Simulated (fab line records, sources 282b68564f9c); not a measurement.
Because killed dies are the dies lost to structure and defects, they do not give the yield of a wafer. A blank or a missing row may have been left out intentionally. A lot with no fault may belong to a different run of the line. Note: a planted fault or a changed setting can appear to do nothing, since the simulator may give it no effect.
fab line records | flow rit_cmos
record: lots: 13 | wafers: 39 | last_day: 7
route steps=202 shown ACTIVE@4 M1@202
lots with no fault: from the same line, run without faults
start_h: the number of hours between the record's first day and the start of the first shown wafer of the lot | wait_h: time in hours since the lot's previous step | " same as the row above | L1.1+2: one row covering several wafers at once | - no value, or no start was given | * or withheld: withheld | < > ~ a bound
route shown NAME@n: names a module that has steps shown in the file, with the first one's number in the route | usual: mean/standard deviation of fault-free wafers | same: alike in all rows | chamber/n: place in a boat | sites: per-site readings | _std_site: their standard deviation | _edge_site: the outer-site mean with the inner-site mean subtracted | radius_mm: how far each site lies from the wafer's centre | mask NAME#n: copy n | behind: the tool/chamber that last shaped the wafer | hold: what put the lot on hold/how long, in hours/how the hold closed | device: transistor that didn't switch, given as n, p or np | end of line: tests run on the same wafers once the route is complete | where a step has no rows: the recipe by itself | killed: at the first sort, the dies lost to defects and structure; wafer yield is something else | map: a wafer's dies, x killed, . not, _ none there
set.NAME: setting as actually run; set.NAME@STEP: the setting as run at that earlier step | model.NAME: the simulator's own value behind a step, which no gauge read
route steps across a sampled set of lots; one table per step, one row per wafer
services: when a tool's chamber went out of use (start_h, in hours from the record's first day, below 0 if earlier), for how many hours, and the reason
== steps ==
step: RIT_ACTIVE_CVD_03
recipe: material: Si3N4 | target_thk_nm: 150 | temp_c: 810 | precursor: SiH2Cl2/NH3 | time_s: 1500 | pressure_mtorr: 300 | sih2cl2_flow_sccm: 60 | nh3_flow_sccm: 150
usual: nh3_flow_sccm: 150.0/0.44 | spike_tc_load_C: 832.5/1.9
lot.wafer | tool     | chamber | start_h | wait_h | nh3_flow_sccm | spike_tc_load_C
L224.1    | lpcvd-02 | 0       | 12.23   | 0.1    | 149.6         | 831.7
L224.2    | "        | 0       | "       | "      | 149.6         | 830.9
L224.5    | "        | 0       | "       | "      | 150.2         | 832.7
L226.2    | lpcvd-02 | 0       | 22.11   | 0.0    | 150.1         | 832.5
L226.3    | "        | 0       | "       | "      | 149.9         | 831.0
L226.5    | "        | 0       | "       | "      | 150.1         | 834.2
L227.4    | lpcvd-02 | 0       | 27.11   | 0.0    | 150.3         | 831.1
L227.5    | "        | 0       | "       | "      | 150.5         | 832.2
L227.6    | "        | 0       | "       | "      | 150.5         | 833.0
L228.3    | lpcvd-01 | 0       | 32.11   | 0.0    | 150.3         | 834.3
L228.4    | "        | 0       | "       | "      | 149.4         | 834.3
L228.5    | "        | 0       | "       | "      | 149.9         | 832.5
L229.1    | lpcvd-02 | 1       | 37.11   | 0.1    | 149.7         | 830.1
L229.3    | "        | 1       | "       | "      | 149.2         | 829.6
L229.5    | "        | 1       | "       | "      | 149.6         | 830.3
L230.2    | lpcvd-02 | 1       | 42.11   | 0.0    | 150.4         | 831.0
L230.5    | "        | 1       | "       | "      | 150.1         | 830.3
L230.6    | "        | 1       | "       | "      | 150.5         | 830.4
L231.3    | lpcvd-02 | 0       | 47.17   | 0.0    | 149.9         | 833.2
L231.4    | "        | 0       | "       | "      | 149.7         | 831.9
L231.5    | "        | 0       | "       | "      | 149.6         | 832.4
L236.1    | lpcvd-01 | 1       | 72.11   | 0.1    | 149.5         | 833.4
L236.3    | "        | 1       | "       | "      | 149.8         | 834.8
L236.6    | "        | 1       | "       | "      | 150.1         | 834.9
L241.1    | lpcvd-02 | 0       | 97.11   | 0.1    | 180.2         | 830.1
L241.2    | "        | 0       | "       | "      | 180.0         | 831.8
L241.3    | "        | 0       | "       | "      | 180.0         | 830.9
L242.1    | lpcvd-01 | 0       | 102.11  | 0.1    | 149.6         | 834.5
L242.5    | "        | 0       | "       | "      | 149.9         | 834.6
L242.6    | "        | 0       | "       | "      | 149.5         | 835.1
L243.1    | lpcvd-02 | 1       | 107.11  | 0.1    | 150.1         | 831.7
L243.2    | "        | 1       | "       | "      | 150.2         | 830.1
L243.5    | "        | 1       | "       | "      | 150.8         | 830.0
L245.1    | lpcvd-01 | 1       | 117.11  | 0.1    | 150.2         | 832.1
L245.2    | "        | 1       | "       | "      | 150.4         | 836.0
L245.6    | "        | 1       | "       | "      | 149.9         | 834.7
L247.2    | lpcvd-01 | 1       | 127.11  | 0.0    | 149.7         | 834.8
L247.3    | "        | 1       | "       | "      | 149.5         | 832.8
L247.4    | "        | 1       | "       | "      | 149.8         | 834.1
step: RIT_ACTIVE_THK_MEAS_04
recipe: reads: Si3N4_of_ACTIVE_CVD_03
usual: ACTIVE_NITRIDE_THK: 150.3/1.4
lot.wafer | tool          | chamber | start_h | wait_h | ACTIVE_NITRIDE_THK[nm]
L224.1    | film_metro-01 | -       | 13.64   | 0.0    | 152.3
L224.2    | "             | -       | "       | "      | 151.5
L224.5    | "             | -       | "       | "      | 152.3
L226.2    | film_metro-01 | -       | 23.54   | 0.0    | 150.2
L226.3    | "             | -       | "       | "      | 151.8
L226.5    | "             | -       | "       | "      | 151.1
L227.4    | film_metro-03 | -       | 28.56   | 0.0    | 148.5
L227.5    | "             | -       | "       | "      | 147.6
L227.6    | "             | -       | "       | "      | 148.6
L228.3    | film_metro-02 | -       | 33.55   | 0.0    | 150.6
L228.4    | "             | -       | "       | "      | 148.3
L228.5    | "             | -       | "       | "      | 149.1
L229.1    | film_metro-02 | -       | 38.53   | 0.0    | 154.3
L229.3    | "             | -       | "       | "      | 152.8
L229.5    | "             | -       | "       | "      | 152.6
L230.2    | film_metro-02 | -       | 43.54   | 0.0    | 148.3
L230.5    | "             | -       | "       | "      | 148.4
L230.6    | "             | -       | "       | "      | 148.8
L231.3    | film_metro-03 | -       | 48.61   | 0.0    | 150.9
L231.4    | "             | -       | "       | "      | 150.2
L231.5    | "             | -       | "       | "      | 150.1
L236.1    | film_metro-02 | -       | 73.53   | 0.0    | 151.3
L236.3    | "             | -       | "       | "      | 152.2
L236.6    | "             | -       | "       | "      | 151.2
L241.1    | film_metro-02 | -       | 98.53   | 0.0    | 170.0
L241.2    | "             | -       | "       | "      | 169.7
L241.3    | "             | -       | "       | "      | 171.0
L242.1    | film_metro-02 | -       | 103.53  | 0.0    | 151.6
L242.5    | "             | -       | "       | "      | 150.3
L242.6    | "             | -       | "       | "      | 151.8
L243.1    | film_metro-01 | -       | 108.53  | 0.0    | 149.3
L243.2    | "             | -       | "       | "      | 149.6
L243.5    | "             | -       | "       | "      | 149.7
L245.1    | film_metro-02 | -       | 118.53  | 0.0    | 151.2
L245.2    | "             | -       | "       | "      | 151.0
L245.6    | "             | -       | "       | "      | 150.8
L247.2    | film_metro-03 | -       | 128.54  | 0.0    | 151.0
L247.3    | "             | -       | "       | "      | 153.0
L247.4    | "             | -       | "       | "      | 151.4
step: RIT_ACTIVE_ETCH_13
recipe: stop_on: SiO2 | chemistry: SF6 | target: Si3N4 | time_s: 210 | over_etch_frac: 0.4 | SF6_flow_sccm: 200 | pressure_mtorr: 260 | rf_w: 125 | target_depth_a: 2100
usual: SF6_flow_sccm: 200.1/0.56 | drypump_motor_current_A: 5.6/0.46 | oes_product_au: 0.819/0.015 | throttle_valve_pct: 7.57/0.15
lot.wafer | tool        | chamber | start_h | wait_h | SF6_flow_sccm | drypump_motor_current_A | oes_product_au | rf_hours_counter_h | throttle_valve_pct
L224.1    | rie_diel-03 | 1       | 15.15   | 0.1    | 201.6         | 5.5                     | 0.850          | 88                 | 7.36
L224.2    | "           | 0       | "       | "      | 200.5         | 5.5                     | 0.816          | 0                  | 7.41
L224.5    | "           | 2       | "       | "      | 199.9         | 6.0                     | 0.851          | -                  | 7.67
L226.2    | rie_diel-02 | 1       | 24.83   | 0.1    | 199.8         | 5.8                     | 0.813          | 116                | 7.64
L226.3    | "           | 0       | "       | "      | 199.8         | 5.2                     | 0.847          | 150                | 7.43
L226.5    | "           | 0       | "       | "      | 201.1         | 5.3                     | 0.839          | -                  | 7.40
L227.4    | rie_diel-02 | 0       | 29.83   | 0.1    | 199.8         | 5.2                     | 0.839          | 150                | 7.42
L227.5    | "           | 2       | "       | "      | 200.2         | 4.9                     | 0.806          | -                  | 7.53
L227.6    | "           | 1       | "       | "      | 200.4         | 5.7                     | 0.810          | -                  | 7.65
L228.3    | rie_diel-02 | 2       | 34.89   | 0.1    | 199.8         | 4.8                     | 0.808          | 88                 | 7.53
L228.4    | "           | 3       | "       | "      | 199.4         | 5.8                     | 0.795          | 124                | 7.30
L228.5    | "           | 0       | "       | "      | 199.4         | 5.3                     | 0.832          | -                  | 7.42
L229.1    | rie_diel-04 | 1       | 39.71   | 0.1    | 200.9         | 6.5                     | 0.831          | 116                | 7.77
L229.3    | "           | 0       | "       | "      | 199.5         | 5.5                     | 0.815          | 91                 | 7.75
L229.5    | "           | 0       | "       | "      | 199.1         | 5.5                     | 0.814          | -                  | 7.74
L230.2    | rie_diel-03 | 1       | 44.71   | 0.1    | 201.4         | 5.5                     | 0.838          | 88                 | 7.36
L230.5    | "           | 0       | "       | "      | 200.3         | 5.6                     | 0.801          | -                  | 7.41
L230.6    | "           | 3       | "       | "      | 199.6         | 5.6                     | 0.817          | -                  | 7.58
L231.3    | rie_diel-03 | 2       | 49.89   | 0.1    | 199.9         | 6.0                     | 0.827          | 8                  | 7.68
L231.4    | "           | 3       | "       | "      | 201.1         | 5.6                     | 0.817          | 78                 | 7.57
L231.5    | "           | 3       | "       | "      | 200.0         | 5.6                     | 0.819          | -                  | 7.56
L236.1    | rie_diel-03 | 3       | 74.71   | 0.1    | 200.1         | 5.6                     | 0.816          | 78                 | 7.59
L236.3    | "           | 2       | "       | "      | 199.5         | 6.0                     | 0.846          | 8                  | 7.67
L236.6    | "           | 3       | "       | "      | 200.4         | 5.6                     | 0.829          | -                  | 7.57
L241.1    | rie_diel-04 | 1       | 99.98   | 0.1    | 200.3         | 6.5                     | 0.870          | 118                | 7.77
L241.2    | "           | 0       | "       | "      | 200.2         | 5.4                     | 0.855          | 92                 | 7.74
L241.3    | "           | 3       | "       | "      | 199.7         | 4.9                     | 0.891          | 107                | 7.66
L242.1    | rie_diel-03 | 0       | 104.83  | 0.1    | 199.4         | 5.5                     | 0.809          | 2                  | 7.41
L242.5    | "           | 3       | "       | "      | 200.2         | 5.6                     | 0.810          | -                  | 7.58
L242.6    | "           | 2       | "       | "      | 198.2         | 6.0                     | 0.849          | -                  | 7.69
L243.1    | rie_diel-04 | 2       | 109.71  | 0.1    | 200.0         | 5.7                     | 0.826          | 131                | 7.50
L243.2    | "           | 1       | "       | "      | 199.9         | 6.5                     | 0.821          | 118                | 7.77
L243.5    | "           | 0       | "       | "      | 199.9         | 5.5                     | 0.811          | -                  | 7.75
L245.1    | rie_diel-04 | 0       | 119.83  | 0.1    | 200.7         | 5.5                     | 0.808          | 92                 | 7.74
L245.2    | "           | 3       | "       | "      | 200.2         | 4.9                     | 0.837          | 107                | 7.66
L245.6    | "           | 0       | "       | "      | 200.1         | 5.5                     | 0.806          | -                  | 7.75
L247.2    | rie_diel-04 | 3       | 129.76  | 0.1    | 199.5         | 4.9                     | 0.831          | 107                | 7.65
L247.3    | "           | 2       | "       | "      | 199.3         | 5.7                     | 0.830          | 132                | 7.47
L247.4    | "           | 0       | "       | "      | 200.5         | 5.5                     | 0.810          | 93                 | 7.72
step: RIT_M1_PROBE_99
usual: killed_at_M0_to_M3: 0.0/0.083 | killed_at_contacts: 0.0/0.2 | killed_at_front_end: 7/3.1 | killed_dies: 7/3.1 | killed_open: 3.5/1.9 | killed_short: 3.6/2.1
same: gross_dies: 264 | killed_at_M4_up: 0 | killed_at_back_side: 0 | killed_at_other: 0
lot.wafer | tool      | chamber | start_h | wait_h | killed_at_M0_to_M3 | killed_at_contacts | killed_at_front_end | killed_dies | killed_open | killed_short
L236.1    | prober-02 | -       | 115.83  | 0.1    | 0                  | 0                  | 5                   | 5           | 2           | 3
L236.3    | prober-02 | -       | 115.93  | 0.2    | 0                  | 0                  | 6                   | 6           | 4           | 2
L236.6    | prober-02 | -       | 116.08  | 0.2    | 0                  | 0                  | 7                   | 7           | 5           | 2
L245.1    | prober-01 | -       | 162.40  | 0.1    | 0                  | 0                  | 7                   | 7           | 4           | 3
L245.2    | prober-01 | -       | 162.45  | 0.1    | 0                  | 0                  | 7                   | 7           | 4           | 3
L245.6    | prober-01 | -       | 162.65  | 0.2    | 0                  | 0                  | 7                   | 7           | 2           | 5
killed by level:class
L236.1 FOX2:geometric_particle:short=1 GATE:geometric_particle:open=1 SPACER:geometric_particle:short=1 SILICIDE:geometric_particle:open=1 SILICIDE:geometric_particle:short=1
L236.3 FOX1:geometric_particle:short=1 GATE:geometric_particle:open=1 GATE:geometric_particle:short=1 REOX:geometric_particle:open=1 SPACER:geometric_particle:open=1 SILICIDE:geometric_particle:open=1
L236.6 FOX1:geometric_particle:open=2 FOX1:geometric_particle:short=1 FOX2:geometric_particle:open=1 GATE:geometric_particle:open=1 SPACER:geometric_particle:open=1 REOX:geometric_particle:short=1
L245.1 SPACER:geometric_particle:open=3 GATE:geometric_particle:short=1 REOX:geometric_particle:short=1 SPACER:geometric_particle:short=1 SILICIDE:geometric_particle:open=1
L245.2 GATE:geometric_particle:open=3 FOX1:geometric_particle:short=1 SPACER:geometric_particle:short=1 SILICIDE:geometric_particle:short=1 SILICIDE:geometric_particle:open=1
L245.6 SILICIDE:geometric_particle:short=3 GATE:geometric_particle:short=1 REOX:geometric_particle:open=1 SPACER:geometric_particle:short=1 SILICIDE:geometric_particle:open=1
== services ==
tool        | chamber | start_h | hours | kind
rie_diel-03 | -       | -7.85   | 2.8   | pm
lpcvd-02    | -       | -3.66   | 2.8   | pm
rie_diel-03 | 0       | -3.39   | -     | clean
rie_diel-03 | 0       | -3.39   | 16.3  | scheduled_down
rie_diel-03 | 0       | -3.39   | 16.3  | vent_cycle
rie_diel-02 | 3       | 35.02   | 13.1  | repair
rie_diel-03 | 2       | 56.03   | 2.7   | repair
rie_diel-04 | 0       | 70.20   | 2.9   | repair
rie_diel-03 | 0       | 84.88   | 4.8   | repair
lpcvd-01    | -       | 96.11   | 6.0   | pm
lpcvd-02    | -       | 115.61  | 6.0   | pm
== key ==
first_sign: step: RIT_ACTIVE_CVD_03 | reading: nh3_flow_sccm | direction: up | sigmas: 69 | usual: 150.0 | struck: 180.1
effect: step: RIT_ACTIVE_THK_MEAS_04 | reading: ACTIVE_NITRIDE_THK | direction: up | sigmas: 14 | usual: 150.3 | struck: 170.2
effect: step: RIT_ACTIVE_ETCH_13 | reading: oes_product_au | direction: up | sigmas: 3.6 | usual: 0.819 | struck: 0.872
met_at RIT_ACTIVE_CVD_03
struck_lots L241
struck_wafers L241.1,L241.2,L241.3
tester_left_out L241
onset_between 47.17 97.11
fault: kind: process_parameter_drift | tool: lpcvd-02 | chamber: 0 | onset_h: 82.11 | steps: RIT_ACTIVE_CVD_03 | channel: nh3_flow_sccm | offset: 30 | shape: step | end_h: 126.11 | acts_in: these_recipes_only | stated: 150
tester_left_out: of these lots the tester's yield and bins aren't shown, on N5 and GAA mostly nor the transistor test; their killed dies are dies lost to structure and defects alone, not to doping, threshold or leakage, so they don't give the yield
